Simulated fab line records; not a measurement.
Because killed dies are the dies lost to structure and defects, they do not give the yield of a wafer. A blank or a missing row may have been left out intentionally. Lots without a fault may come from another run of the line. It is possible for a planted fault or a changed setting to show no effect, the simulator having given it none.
Split-lot study | flow berkeley cmos170 | 23 wafers read from 5 lots, route of 331 steps

## SPLIT DETAILS
At UCB170_ACTIVE_OXIDATION_02 (target thk 26.4 nm, ox time 1260 s), the setting temp c was moved away from the recipe's 1000 C on 15 of the 23 wafers read, by -2.0% to +1.8%. The other wafers ran this setting at the recipe's value.

No step appears in the file between the split and the reading.

## THE READING
ACTIVE_OXIDE_THK in nanometres, read at UCB170_ACTIVE_THK_MEAS_03. Typical for fault-free wafers on this fab line: 26.4 nm, with standard deviation 0.43 nm.

wafer  | tool, chamber at the split | temp c as run, C | against the recipe | ACTIVE_OXIDE_THK, nm | against lot-mates on the recipe
L074.1 | -, -                       | 987              | -1.3%              | 22.7                 | no lot-mate on the recipe
L074.2 | -, -                       | 987              | -1.3%              | 22.7                 | no lot-mate on the recipe
L074.3 | -, -                       | 987              | -1.3%              | 22.6                 | no lot-mate on the recipe
L074.4 | -, -                       | 987              | -1.3%              | 22.8                 | no lot-mate on the recipe
L074.5 | -, -                       | 987              | -1.3%              | 22.4                 | no lot-mate on the recipe
L077.1 | -, -                       | 1018             | +1.8%              | 31.4                 | no lot-mate on the recipe
L077.2 | -, -                       | 1018             | +1.8%              | 30.4                 | no lot-mate on the recipe
L077.3 | -, -                       | 1018             | +1.8%              | 30.8                 | no lot-mate on the recipe
L077.4 | -, -                       | 1018             | +1.8%              | 30.4                 | no lot-mate on the recipe
L077.5 | -, -                       | 1018             | +1.8%              | 30.1                 | no lot-mate on the recipe
L078.2 | -, -                       | 1000             | recipe             | 26.5                 | -
L078.3 | -, -                       | 1000             | recipe             | 26.3                 | -
L078.4 | -, -                       | 1000             | recipe             | 26.3                 | -
L078.5 | -, -                       | 1000             | recipe             | 26.1                 | -
L078.6 | -, -                       | 1000             | recipe             | 26.2                 | -
L079.2 | furnace-01, 0              | 1000             | recipe             | 26.9                 | -
L079.4 | furnace-01, 0              | 1000             | recipe             | 26.9                 | -
L079.5 | furnace-01, 0              | 1000             | recipe             | 26.7                 | -
L083.1 | -, -                       | 980.1            | -2.0%              | 21.9                 | no lot-mate on the recipe
L083.2 | -, -                       | 980.1            | -2.0%              | 22.4                 | no lot-mate on the recipe
L083.3 | -, -                       | 980.1            | -2.0%              | 21.8                 | no lot-mate on the recipe
L083.4 | -, -                       | 980.1            | -2.0%              | 22.3                 | no lot-mate on the recipe
L083.6 | -, -                       | 980.1            | -2.0%              | 22.2                 | no lot-mate on the recipe

THE FIT
A straight line over all 23 wafers: ACTIVE_OXIDE_THK changes by +2.36 nm for each +1% of temp c; r = +0.99; the points scatter about the line by 0.5 nm.
Too few moved wafers have a lot-mate on the recipe to fit a line with each lot's own level taken away.

## THE WHOLE CHAIN: every reading that the file lists as answering this split, in the file's order
step                       | what it does                       | reading                                                                             | change (the file's fit)              | r (the file's)
UCB170_ACTIVE_OXIDATION_02 | target thk 26.4 nm, ox time 1260 s | SiO2_of_ACTIVE_OXIDATION_02.thk nm (the simulator's own value, which no gauge read) | +2.35 nm for each +1% of the setting | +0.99
UCB170_ACTIVE_THK_MEAS_03  |                                    | ACTIVE_OXIDE_THK                                                                    | +2.35 for each +1% of the setting    | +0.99

## FILE'S OWN FIT
ACTIVE_OXIDE_THK changes by +2.35 nm for each +1% of temp c, r = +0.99.
